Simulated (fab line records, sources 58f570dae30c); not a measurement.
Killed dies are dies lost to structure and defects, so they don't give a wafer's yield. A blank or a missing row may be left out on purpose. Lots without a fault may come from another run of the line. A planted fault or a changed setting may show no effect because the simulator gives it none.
Which tool did it? | flow berkeley_cmos170 | 13 lots, 39 wafers sampled, at 5 steps of a route of 331

WHAT THE GAUGES READ, wafer by wafer
UCB170_START_THK_MEAS_03. Usual: START_OXIDE_THK 20.2 nm, standard deviation 0.42.
lot  | measured    | on            | START_OXIDE_THK (nm) | flag
L107 | day 1 22:11 | film_metro-03 | 19.4 19.7 20.0       |
L106 | day 1 22:12 | film_metro-02 | 20.0 19.9 19.8       |
L108 | day 2 08:56 | film_metro-04 | 20.7 20.9 20.7       |
L110 | day 2 16:51 | film_metro-03 | 20.2 20.5 20.3       |
L111 | day 2 21:00 | film_metro-03 | 20.2 20.2 20.1       |
L113 | day 3 03:55 | film_metro-02 | 20.0 20.0 20.0       |
L117 | day 3 23:45 | film_metro-03 | 20.7 20.5 20.5       |
L118 | day 4 07:29 | film_metro-03 | 20.2 19.9 20.0       |
L121 | day 4 23:15 | film_metro-04 | 20.4 20.3 20.6       |
L122 | day 5 06:01 | film_metro-04 | 20.3 20.2 20.2       |
L123 | day 5 06:01 | film_metro-02 | 20.6 20.2 20.3       |
L124 | day 5 17:00 | film_metro-03 | 21.3 21.2 21.5       |
L128 | day 6 12:59 | film_metro-02 | 19.8 19.8 19.8       |

UCB170_NWELL_THK_MEAS_02. Usual: NWELL_OXIDE_THK 26.4 nm, standard deviation 0.5.
lot  | measured    | on            | NWELL_OXIDE_THK (nm) | flag
L107 | day 2 12:11 | film_metro-04 | 26.4 27.4 27.0       |
L106 | day 2 12:13 | film_metro-03 | 25.8 25.4 25.1       |
L108 | day 2 19:28 | film_metro-04 | 26.3 26.1 26.6       |
L110 | day 3 05:55 | film_metro-01 | 27.0 27.0 26.4       |
L111 | day 3 05:53 | film_metro-01 | 26.6 26.8 26.9       |
L113 | day 3 15:25 | film_metro-03 | 26.4 25.9 26.1       |
L117 | day 4 09:29 | film_metro-04 | 26.9 26.3 27.0       |
L118 | day 4 19:57 | film_metro-04 | 26.0 25.8 26.4       |
L121 | day 5 16:25 | film_metro-01 | 26.9 25.9 26.4       |
L122 | day 5 23:32 | film_metro-01 | 26.1 26.5 26.7       |
L123 | day 5 23:32 | film_metro-04 | 27.7 27.6 27.1       |
L124 | day 6 10:08 | film_metro-03 | 26.3 26.4 26.7       |
L128 | day 7 01:57 | film_metro-01 | 25.8 25.9 26.0       |

UCB170_PWELL_THK_MEAS_06. Usual: PWELL_NITRIDE_THK 221.3 nm, standard deviation 2.
lot  | measured    | on            | PWELL_NITRIDE_THK (nm) | flag
L107 | day 3 14:54 | film_metro-02 | 221.0 221.6 221.6      |
L106 | day 3 14:55 | film_metro-01 | 226.1 224.1 224.3      |
L108 | day 4 00:21 | film_metro-02 | 219.5 220.1 220.0      |
L110 | day 4 10:08 | film_metro-03 | 220.8 221.2 220.0      |
L111 | day 4 10:09 | film_metro-01 | 225.9 224.9 224.7      |
L113 | day 4 19:10 | film_metro-01 | 222.4 224.0 223.3      |
L117 | day 5 14:59 | film_metro-01 | 223.0 223.1 223.8      |
L118 | day 6 05:58 | film_metro-03 | 395.1 394.1 397.4      | OFF
L121 | day 6 23:52 | film_metro-02 | 222.0 221.2 221.8      |
L122 | day 7 07:40 | film_metro-01 | 218.4 219.4 219.7      |
L123 | day 7 07:40 | film_metro-03 | 221.5 218.8 218.3      |
L124 | day 7 16:12 | film_metro-03 | 219.6 221.9 219.1      |
L128 | day 8 09:02 | film_metro-01 | 223.9 224.1 222.4      |

WHICH TOOL RAN EACH LOT (tool, then ch and the chambers of the sampled wafers, then the start)
lot  | UCB170_NWELL_STRIP_15               | UCB170_PWELL_CVD_05
L107 | plasma_asher-03 ch 0,1, day 2 21:38 | lpcvd-01 ch 1, day 3 12:59
L106 | plasma_asher-02 ch 0,1, day 2 21:56 | lpcvd-01 ch 1, day 3 12:59
L108 | plasma_asher-03 ch 0,1, day 3 06:00 | lpcvd-02 ch 0, day 3 21:27
L110 | plasma_asher-02 ch 0,1, day 3 14:35 | lpcvd-02 ch 0, day 4 07:15
L111 | plasma_asher-04 ch 0,1, day 3 14:23 | lpcvd-02 ch 0, day 4 07:15
L113 | plasma_asher-03 ch 0,1, day 4 01:19 | lpcvd-01 ch 0, day 4 17:14
L117 | plasma_asher-03 ch 0,1, day 4 17:59 | lpcvd-02 ch 0, day 5 13:04
L118 | plasma_asher-04 ch 0,1, day 5 04:29 | lpcvd-02 ch 1, day 6 04:02
L121 | plasma_asher-03 ch 0,1, day 6 03:13 | lpcvd-01 ch 0, day 6 21:56
L122 | plasma_asher-04 ch 0,1, day 6 11:56 | lpcvd-01 ch 0, day 7 05:44
L123 | plasma_asher-02 ch 0,1, day 6 12:11 | lpcvd-01 ch 1, day 7 05:44
L124 | plasma_asher-03 ch 0, day 6 21:08   | lpcvd-02 ch 0, day 7 14:17
L128 | plasma_asher-04 ch 0,1, day 7 10:30 | lpcvd-01 ch 0, day 8 07:07
- UCB170_NWELL_STRIP_15: strips in O2.
- UCB170_PWELL_CVD_05: deposits Si3N4 from SiH2Cl2/NH3, target thk 220 nm, time 3300 s.

WHAT THE TOOLS THEMSELVES READ (means of the sampled wafers that have a number; where no wafer has one, the mark that the record gives instead)
UCB170_NWELL_STRIP_15. Usual: drypump_motor_current_A 5.7 A, standard deviation 0.3; oes_product_au 0.721 a.u., standard deviation 0.0047; strip_time_to_endpoint_s 18.04 s, standard deviation 0.074.
lot  | tool            | drypump_motor_current_A (A) | oes_product_au (a.u.) | strip_time_to_endpoint_s (s) | flag
L107 | plasma_asher-03 | 5.5                         | 0.720                 | 18.12                        |
L106 | plasma_asher-02 | 5.9                         | 0.720                 | 17.98                        |
L108 | plasma_asher-03 | 5.5                         | 0.724                 | 18.13                        |
L110 | plasma_asher-02 | 6.0                         | 0.717                 | 18.07                        |
L111 | plasma_asher-04 | 5.4                         | 0.718                 | 18.00                        |
L113 | plasma_asher-03 | 5.5                         | 0.723                 | 18.00                        |
L117 | plasma_asher-03 | 5.5                         | 0.724                 | 18.04                        |
L118 | plasma_asher-04 | 5.7                         | 0.726                 | 17.97                        |
L121 | plasma_asher-03 | 5.5                         | 0.723                 | 18.12                        |
L122 | plasma_asher-04 | 5.7                         | 0.720                 | 17.99                        |
L123 | plasma_asher-02 | 6.0                         | 0.725                 | 18.03                        |
L124 | plasma_asher-03 | 5.4                         | 0.721                 | 18.11                        |
L128 | plasma_asher-04 | 5.4                         | 0.719                 | 18.01                        |

THE ANSWER, worked out from the rows above alone
Rule: a lot is off if the mean of its wafers that have a number lies more than 3 standard deviations from the usual mean. A lot without any number at a reading at which 4 lots or more have one is off too. The other lots that the step has rows for count as sound. The gauges are gone through in route order, then the tools' own readings, and for those a lot's mean is taken as printed above. The first step at which some lot is off is used, and at that step the reading that is off furthest; a lot without a number counts as furthest.
Off: L118, at UCB170_PWELL_THK_MEAS_06 (PWELL_NITRIDE_THK).
A tool fits if, at a process step before that reading, it ran every lot that is off, and no sound lot after the first of them. The gauges at UCB170_PWELL_THK_MEAS_06 are tried like those tools. None of those tried fits.

WHAT THE SIMULATOR HAD PUT IN
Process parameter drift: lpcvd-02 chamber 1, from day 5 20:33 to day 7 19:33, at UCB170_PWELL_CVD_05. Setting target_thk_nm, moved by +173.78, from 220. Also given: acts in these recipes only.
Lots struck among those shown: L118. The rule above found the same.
